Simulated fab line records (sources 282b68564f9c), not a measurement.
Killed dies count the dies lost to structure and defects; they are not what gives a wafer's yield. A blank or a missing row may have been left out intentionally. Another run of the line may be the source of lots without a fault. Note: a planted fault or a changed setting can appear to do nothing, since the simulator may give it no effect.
A struck lot beside a sound one -- flow rit cmos -- 19 out of 202 route steps
Sound: the wafers L856.4, L856.5, L856.6. The struck wafers were L871.1, L871.5, L871.6. The cause comes at the end.
For every step that has rows: the tool of each side, followed by ch and its chambers, followed by its first start. Under that, the readings that differ: sound wafers -- struck wafers -- difference of the means -- sigmas: that difference in standard deviations of wafers without a fault.
alike: a reading whose means differ by less than 2 such deviations, as well as words and numbers matching on both sides. not compared: withheld readings; readings where some wafer has no value; bounds like >300 that might hide an equal value; numbers whose values overlap and for which the record gives no deviation.
Wherever a step has rows on one side only, a row that says differs or no value, or a row with sigmas, the two part there. Non-overlapping numbers with no deviation appear without sigmas and do not part them. A reading missing from all wafers of one side parts the sides only when that side holds two or more wafers.

first, 4 steps without rows for these wafers: RIT_PSD_SOFTBAKE_02 (time 60 s); RIT_PSD_EXPOSE_03 (exposes mask M10, target cd 40900 nm); RIT_PSD_PEB_04; RIT_PSD_DEVELOP_05 (develop time 50 s).
RIT_PSD_OVL_MEAS_06:
  sound: overlay-01 at day 3 12:23; struck: overlay-02 at day 6 18:38
  alike: PSD_OVL
then, 2 steps without rows for these wafers: RIT_PSD_HARDBAKE_07 (time 60 s); RIT_PSD_IMPLANT_08.
RIT_PSD_STRIP_09: strips in O2, time 180 s.
  sound on plasma asher-02 ch 0,1, day 3 12:46; struck on plasma asher-02 ch 0,1, day 6 18:58
  alike: drypump motor current A
  not compared: rf hours counter h
RIT_PSD_TW_MEAS_10:
  sound: film metro-01 at day 3 12:54; struck: film metro-03 at day 6 19:08
  alike: PSD_TW
then, 3 steps without rows for these wafers: RIT_SDANNEAL_CLEAN_00 (cleans in SC1, time 600 s); RIT_SDANNEAL_CLEAN_01 (cleans in dHF, time 30 s); RIT_SDANNEAL_CLEAN_02 (cleans in SC2, time 600 s).
RIT_SDANNEAL_RTA_03: time 5 s.
  sound on rtp anneal-02 ch 0, day 3 13:22; struck on rtp anneal-01 ch 0, day 6 19:34
reading,sound,struck,difference,sigmas
wafer_temp_C_max,1052.8 1053.4 1052.3,990.0 989.1 986.8,-64.2,-65
RIT_SDANNEAL_RS_MEAS_04: the measuring method here is four-point-probe.
  sound: film metro-04 at day 3 13:27; struck: film metro-04 at day 6 19:37
reading,sound,struck,difference,sigmas
PSD_RS (ohm/sq),116.1 116.1 115.9,165.9 165.9 165.8,+49.8,+99 or more
RIT_SDANNEAL_RS_MEAS_05: the measuring method here is four-point-probe.
  sound: film metro-04 at day 3 13:34; struck: film metro-04 at day 6 19:44
reading,sound,struck,difference,sigmas
NSD_RS (ohm/sq),83.49 83.60 83.57,86.41 85.94 86.02,+2.57,+9
RIT_SDANNEAL_RS_MEAS_06: the measuring method here is four-point-probe.
  sound: film metro-04 at day 3 13:41; struck: film metro-04 at day 6 19:52
reading,sound,struck,difference,sigmas
PLDD_RS (ohm/sq),179.7 180.1 180.4,246.8 246.2 246.2,+66.3,+99 or more
RIT_SDANNEAL_RS_MEAS_07: the measuring method here is four-point-probe.
  sound: film metro-04 at day 3 13:49; struck: film metro-04 at day 6 19:59
reading,sound,struck,difference,sigmas
NLDD_RS (ohm/sq),151.0 151.7 151.5,153.2 153.2 153.1,+1.8,+3
then, 1 step without rows for these wafers: RIT_SILICIDE_WET_ETCH_00 (etches SiO2 in BOE, target depth 14 nm, time 15 s).
RIT_M1_PROBE_99:
  sound: prober-02 at day 3 22:12; struck: prober-01 at day 7 03:24
reading,sound,struck,difference,sigmas
model.etest.pmos turned.r on ohm um,3408 3340 3436,4888 4981 4995,+1560,
model.etest.pmos_0p3.r on ohm um,6222 6075 6201,7341 7400 7396,+1213,
model.etest.pmos_0p15.r on ohm um,2656 2665 2696,3644 3702 3711,+1013,
model.etest.nmos_0p3.r on ohm um,2104 2090 2112,2306 2328 2338,+222,
model.etest.pldd.rs ohm sq,524.5 495.7 516.7,687.4 694.6 718.4,+187.8,
model.etest.pmos turned.drive ua um,189.5 196 191.6,119.9 115.8 115,-75.5,
model.etest.nmos_0p15.r on ohm um,1056 1097 1091,1191 1210 1215,+124,
model.etest.nmos_0p15.drive ua um,482.8 492.2 489.1,405.9 398.4 397.6,-87.4,
  alike: killed at front end, killed dies, killed open, killed short

== WHERE THEY PART ==
Earliest at RIT_SDANNEAL_RTA_03; latest, in this record, at RIT_SDANNEAL_RS_MEAS_07. Later steps at which nothing parts them and some readings are alike: RIT_M1_PROBE_99.

WHY: whatever the simulator had introduced
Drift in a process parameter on rtp anneal-01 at RIT_SDANNEAL_RTA_03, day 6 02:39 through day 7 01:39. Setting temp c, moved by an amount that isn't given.
